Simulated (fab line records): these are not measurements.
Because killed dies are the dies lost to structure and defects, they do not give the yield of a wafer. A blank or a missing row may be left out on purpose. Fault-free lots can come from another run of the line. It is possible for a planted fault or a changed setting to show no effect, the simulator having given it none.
Split-lot trial + flow rit_cmos + 5 lots, 22 wafers read, on a route of 202 steps

## ON THE SPLIT
At RIT_GATE_DEVELOP_15 (develop time 50 s), the setting develop_time_s was moved away from the recipe's 50 s on 6 of the 22 wafers read, by -12.8% to +5.6%. All remaining wafers had this setting at the recipe value.

## FROM THE SPLIT TO THE READING: what the file shows between them, 7 steps
- RIT_PLDD_IMPLANT_08 (also split here: dose_cm2)
- RIT_NSD_COAT_01: resist thk 1000 nm (also split here: spin_rpm)
- RIT_NSD_SOFTBAKE_02: time 60 s
- RIT_NSD_EXPOSE_03: exposes mask M9, target cd 40700 nm
- RIT_NSD_DEVELOP_05: develop time 50 s
- RIT_NSD_HARDBAKE_07: time 60 s
- RIT_NSD_IMPLANT_08 (also split here: dose_cm2)

## THE READING
etest.nmos_0p15.drive_ua_um (the simulator's own value, which no gauge read), at RIT_M1_PROBE_99. No usual value for it is given in the file. Average 465.6, standard deviation 11, over the 16 wafers here run with the recipe.

| wafer  | tool, chamber at the split | develop_time_s as run, s | against the recipe | etest.nmos_0p15.drive_ua_um | against lot-mates on the recipe |
|--------|----------------------------|--------------------------|--------------------|-----------------------------|---------------------------------|
| L078.1 | litho_track-03, 0          | 50                       | recipe             | 466.9                       | -                               |
| L078.2 | litho_track-03, 0          | 50                       | recipe             | 479.5                       | -                               |
| L078.3 | litho_track-03, 0          | 50                       | recipe             | 465.4                       | -                               |
| L078.5 | litho_track-03, 0          | 50                       | recipe             | 483.6                       | -                               |
| L078.6 | litho_track-03, 0          | 50                       | recipe             | 485.2                       | -                               |
| L080.1 | litho_track-03, 0          | 50                       | recipe             | 458                         | -                               |
| L080.5 | litho_track-03, 0          | 50                       | recipe             | 456.4                       | -                               |
| L080.6 | litho_track-03, 0          | 50                       | recipe             | 457.2                       | -                               |
| L081.2 | litho_track-03, 0          | 43.58                    | -12.8%             | 374                         | -78.5                           |
| L081.4 | litho_track-03, 0          | 50                       | recipe             | 453.5                       | -                               |
| L081.5 | litho_track-03, 0          | 43.58                    | -12.8%             | 379.9                       | -72.6                           |
| L081.6 | litho_track-03, 0          | 50                       | recipe             | 451.5                       | -                               |
| L084.1 | litho_track-03, 0          | 52.8                     | +5.6%              | 510                         | +41.4                           |
| L084.2 | litho_track-03, 0          | 50                       | recipe             | 469.3                       | -                               |
| L084.3 | litho_track-03, 0          | 50                       | recipe             | 469                         | -                               |
| L084.4 | litho_track-03, 0          | 50                       | recipe             | 467.6                       | -                               |
| L084.5 | litho_track-03, 0          | 52.8                     | +5.6%              | 514.4                       | +45.8                           |
| L085.1 | litho_track-04, 0          | 50                       | recipe             | 470.7                       | -                               |
| L085.2 | litho_track-04, 0          | 50                       | recipe             | 447.6                       | -                               |
| L085.4 | litho_track-04, 0          | 44.26                    | -11.5%             | 393.3                       | -68.8                           |
| L085.5 | litho_track-04, 0          | 50                       | recipe             | 468                         | -                               |
| L085.6 | litho_track-04, 0          | 44.26                    | -11.5%             | 385.3                       | -76.8                           |

THE FIT
A straight line over all 22 wafers: etest.nmos_0p15.drive_ua_um changes by +7 for each +1% of develop_time_s; r = +0.97; the points scatter about the line by 10.
The same after taking each lot's own level away (the mean of its wafers on the recipe; 22 wafers): +6.32 for each +1%; r = +0.98; scatter 6.7.
On that fit, the largest move of develop_time_s shifts the reading by 81.
From 452.50 to 476.12: that is the span of the lots' own levels, equal to 2.2 times the standard deviation above.
In other words, the slope is changed by the lot-to-lot level; the two fits disagree.
Check: with one of the wafers moved furthest among these (-12.8%) left out of the fit, the line predicts -80.4 for it against its lot-mates. It came out at -78.5 against them.

## FURTHER SPLITS ON THESE WAFERS
Other splits were also applied to these wafers ahead of the reading. Each is held against what the fit with the lots' levels taken away leaves over:
| other split on the same wafers   | wafers away from the commonest value | r with etest.nmos_0p15.drive_ua_um (lot level and that fit taken away) |
|----------------------------------|--------------------------------------|------------------------------------------------------------------------|
| RIT_ACTIVE_COAT_06 resist_thk_nm | 9                                    | -0.03                                                                  |
| RIT_FOX2_OXIDATION_00 temp_c     | 17                                   | -0.07                                                                  |
| RIT_PWELL_COAT_01 resist_thk_nm  | 5                                    | +0.45                                                                  |
| RIT_PWELL_IMPLANT_08 energy_kev  | 8                                    | -0.21                                                                  |
| RIT_NRETRO_COAT_01 spin_rpm      | 5                                    | +0.21                                                                  |
| RIT_NRETRO_IMPLANT_08 dose_cm2   | 9                                    | -0.20                                                                  |
| RIT_PRETRO_IMPLANT_08 energy_kev | 5                                    | +0.04                                                                  |
| RIT_GATE_CLEAN_04 time_s         | 14                                   | +0.19                                                                  |
| RIT_PLDD_IMPLANT_08 dose_cm2     | 7                                    | +0.05                                                                  |
| RIT_NSD_COAT_01 spin_rpm         | 8                                    | +0.15                                                                  |
| RIT_NSD_IMPLANT_08 dose_cm2      | 4                                    | +0.31                                                                  |

## THE WHOLE CHAIN: every reading that the file lists as answering this split, in the file's order
| step            | what it does | reading                                                                        | change (the file's fit)           | r (the file's) |
|-----------------|--------------|--------------------------------------------------------------------------------|-----------------------------------|----------------|
| RIT_M1_PROBE_99 |              | etest.pmos_0p15.r_on_ohm_um (the simulator's own value, which no gauge read)   | -42.4 for each +1% of the setting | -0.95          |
| RIT_M1_PROBE_99 |              | etest.pmos_turned.r_on_ohm_um (the simulator's own value, which no gauge read) | -42.2 for each +1% of the setting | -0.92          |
| RIT_M1_PROBE_99 |              | etest.pmos_0p3.r_on_ohm_um (the simulator's own value, which no gauge read)    | -43.3 for each +1% of the setting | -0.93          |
| RIT_M1_PROBE_99 |              | etest.nmos_0p3.r_on_ohm_um (the simulator's own value, which no gauge read)    | -13.6 for each +1% of the setting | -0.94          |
| RIT_M1_PROBE_99 |              | etest.nmos_0p15.r_on_ohm_um (the simulator's own value, which no gauge read)   | -13.7 for each +1% of the setting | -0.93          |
| RIT_M1_PROBE_99 |              | etest.nmos_0p15.drive_ua_um (the simulator's own value, which no gauge read)   | +6.28 for each +1% of the setting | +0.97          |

## FILE'S OWN FIT
etest.nmos_0p15.drive_ua_um changes by +6.28 for each +1% of develop_time_s, r = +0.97.
